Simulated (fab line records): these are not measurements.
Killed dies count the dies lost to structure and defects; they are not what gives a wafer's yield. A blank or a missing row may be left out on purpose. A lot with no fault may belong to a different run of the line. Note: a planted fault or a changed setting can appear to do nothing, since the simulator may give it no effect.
Which tool was responsible? + flow berkeley cmos170 + route of 331 steps, sampled at 1 step: 6 lots, 18 wafers

WHAT THE GAUGES SHOWED, per wafer
UCB170_M2_CD_MEAS_15: target cd 700 nm.
| lot  | measured     | on        | cd nm (nm)        |
|------|--------------|-----------|-------------------|
| L432 | day 8 19:35  | cd sem-01 | 698.8 698.6 698.6 |
| L435 | day 9 07:50  | cd sem-01 | 700.5 700.0 701.0 |
| L436 | day 9 19:17  | cd sem-01 | 701.5 702.1 701.5 |
| L445 | day 12 00:41 | cd sem-01 | 700.0 700.7 699.5 |
| L449 | day 12 11:20 | cd sem-02 | 701.9 700.8 700.5 |
| L452 | day 12 23:17 | cd sem-01 | 701.0 702.6 698.9 |

WHAT TOOL EACH LOT RAN ON (gives the tool, then ch and the chambers of the sampled wafers, and finally the start)
The record holds no process step before these readings.

THE ANSWER, worked out from the rows above alone
Rule: the usual values come from the lots themselves. Put in order of their means at a reading, lots are off if they are a third of the lots or fewer, leave a main group of 4 or more, and stand apart from it by a gap of 3 or more times the standard deviation of the main group's means; of several such gaps the widest counts. A main group whose means are all the same, to the digits that the tables above print for the reading, isn't used. A lot without any number at a reading at which 4 lots or more have one is off too. The other lots that the step has rows for count as sound.
Nothing can be told from this: no lot is off at any reading shown.

WHAT HAD BEEN PUT IN BY THE SIMULATOR
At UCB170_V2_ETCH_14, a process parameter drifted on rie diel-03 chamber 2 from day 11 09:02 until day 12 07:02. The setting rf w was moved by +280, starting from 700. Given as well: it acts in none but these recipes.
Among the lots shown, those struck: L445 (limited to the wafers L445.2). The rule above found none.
